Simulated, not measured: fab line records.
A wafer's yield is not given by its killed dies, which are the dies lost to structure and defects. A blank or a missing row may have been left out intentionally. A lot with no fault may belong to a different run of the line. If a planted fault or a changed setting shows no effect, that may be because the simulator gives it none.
Which of the tools did it? + flow rit-cmos + Sampling: 14 lots, 42 wafers, 3 of 202 route steps

WHAT THE GAUGES READ, wafer by wafer
RIT_M1_RS_MEAS_01: a four-point-probe measurement. Usual: M1_AL_RS gives 0.0735 ohm/sq (standard deviation 0.00083).
| lot  | measured    | on            | M1_AL_RS (ohm/sq)    | flag |
|------|-------------|---------------|----------------------|------|
| L206 | day 3 16:13 | film-metro-04 | 0.0729 0.0732 0.0722 |      |
| L207 | day 3 16:43 | film-metro-04 | 0.0752 0.0746 0.0746 |      |
| L208 | day 3 18:28 | film-metro-02 | 0.0730 0.0738 0.0733 |      |
| L209 | day 4 05:20 | film-metro-02 | 0.0732 0.0739 0.0724 |      |
| L211 | day 4 12:10 | film-metro-03 | 0.0736 0.0738 0.0736 |      |
| L213 | day 4 21:47 | film-metro-03 | 0.0738 0.0740 0.0740 |      |
| L215 | day 5 09:28 | film-metro-04 | 0.0741 0.0730 0.0734 |      |
| L216 | day 5 13:23 | film-metro-03 | 0.0730 0.0735 0.0733 |      |
| L217 | day 5 13:55 | film-metro-04 | 0.0724 0.0725 0.0728 |      |
| L222 | day 6 21:41 | film-metro-03 | 0.0747 0.0749 0.0817 | OFF  |
| L224 | day 7 18:40 | film-metro-04 | 0.0810 0.0732 0.0750 | OFF  |
| L227 | day 8 08:29 | film-metro-03 | 0.0741 0.0737 0.0738 |      |
| L228 | day 8 17:04 | film-metro-03 | 0.0739 0.0734 0.0737 |      |
| L229 | day 8 23:23 | film-metro-04 | 0.0726 0.0728 0.0721 |      |

RIT_M1_THK_MEAS_02: measures by xrf. Usual: M1_AL_THK gives 400 nm (standard deviation 4.7).
| lot  | measured    | on            | M1_AL_THK (nm) | flag |
|------|-------------|---------------|----------------|------|
| L206 | day 3 16:20 | film-metro-04 | 404 401 406    |      |
| L207 | day 3 16:50 | film-metro-04 | 392 393 395    |      |
| L208 | day 3 18:34 | film-metro-02 | 401 395 397    |      |
| L209 | day 4 05:26 | film-metro-02 | 399 396 405    |      |
| L211 | day 4 12:17 | film-metro-03 | 399 398 399    |      |
| L213 | day 4 21:54 | film-metro-03 | 396 397 396    |      |
| L215 | day 5 09:35 | film-metro-04 | 398 402 400    |      |
| L216 | day 5 13:29 | film-metro-03 | 401 399 401    |      |
| L217 | day 5 14:02 | film-metro-04 | 406 403 406    |      |
| L222 | day 6 21:48 | film-metro-03 | 396 392 359    | OFF  |
| L224 | day 7 18:47 | film-metro-04 | 365 402 395    |      |
| L227 | day 8 08:35 | film-metro-03 | 394 400 398    |      |
| L228 | day 8 17:11 | film-metro-03 | 398 398 397    |      |
| L229 | day 8 23:30 | film-metro-04 | 408 406 408    |      |

TOOL THAT RAN EACH LOT (tool first, then ch and the chambers of the sampled wafers, then the start)
| lot  | RIT_M1_SPUTTER_00           |
|------|-----------------------------|
| L206 | pvd-sputter-04, day 3 15:55 |
| L207 | pvd-sputter-01, day 3 16:25 |
| L208 | pvd-sputter-03, day 3 18:08 |
| L209 | pvd-sputter-04, day 4 05:01 |
| L211 | pvd-sputter-04, day 4 11:52 |
| L213 | pvd-sputter-04, day 4 21:29 |
| L215 | pvd-sputter-04, day 5 09:10 |
| L216 | pvd-sputter-03, day 5 13:03 |
| L217 | pvd-sputter-04, day 5 13:35 |
| L222 | pvd-sputter-03, day 6 21:23 |
| L224 | pvd-sputter-03, day 7 18:21 |
| L227 | pvd-sputter-01, day 8 08:10 |
| L228 | pvd-sputter-01, day 8 16:46 |
| L229 | pvd-sputter-04, day 8 23:04 |
- RIT_M1_SPUTTER_00: material Al, target thk 400 nm, time 500 s.

AS READ BY THE TOOLS THEMSELVES (means over the sampled wafers that have a number; for cases with no such wafer, the mark the record gives instead)
RIT_M1_SPUTTER_00. Usual: throttle-valve-pct 30.2 %, standard deviation 1.1.
| lot  | tool           | throttle-valve-pct (%) | flag |
|------|----------------|------------------------|------|
| L206 | pvd-sputter-04 | 29.9                   |      |
| L207 | pvd-sputter-01 | 29.2                   |      |
| L208 | pvd-sputter-03 | 29.9                   |      |
| L209 | pvd-sputter-04 | 29.7                   |      |
| L211 | pvd-sputter-04 | 30.3                   |      |
| L213 | pvd-sputter-04 | 31.3                   |      |
| L215 | pvd-sputter-04 | 30.3                   |      |
| L216 | pvd-sputter-03 | 29.8                   |      |
| L217 | pvd-sputter-04 | 29.5                   |      |
| L222 | pvd-sputter-03 | 29.7                   |      |
| L224 | pvd-sputter-03 | 30.1                   |      |
| L227 | pvd-sputter-01 | 30.9                   |      |
| L228 | pvd-sputter-01 | 30.3                   |      |
| L229 | pvd-sputter-04 | 29.7                   |      |

THE ANSWER, worked out from the rows above alone
Rule: a lot is off if the mean of its wafers that have a number lies more than 3 standard deviations from the usual mean. Also off: a lot with no number at a reading for which 4 or more lots have one. All remaining lots with rows at the step are treated as sound. First the gauges in route order, then the tools' own readings, where a lot's mean is used as printed above. The first step at which some lot is off is used, and at that step the reading that is off furthest; a lot without a number counts as furthest.
Off: L222, L224, at RIT_M1_RS_MEAS_01 (M1_AL_RS).
A tool fits if, at a process step before that reading, it ran every lot that is off, and no sound lot after the first of them. The gauges at RIT_M1_RS_MEAS_01 are tried like those tools. One fits: RIT_M1_SPUTTER_00 on pvd-sputter-03. A fault onset in the window from L216 (day 5 13:03, its last sound lot) to L222 (day 6 21:23, its first lot off) fits.

WHAT HAD BEEN PUT IN BY THE SIMULATOR
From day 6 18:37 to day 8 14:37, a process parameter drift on pvd-sputter-03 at RIT_M1_SPUTTER_00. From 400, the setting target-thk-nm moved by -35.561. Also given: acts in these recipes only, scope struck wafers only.
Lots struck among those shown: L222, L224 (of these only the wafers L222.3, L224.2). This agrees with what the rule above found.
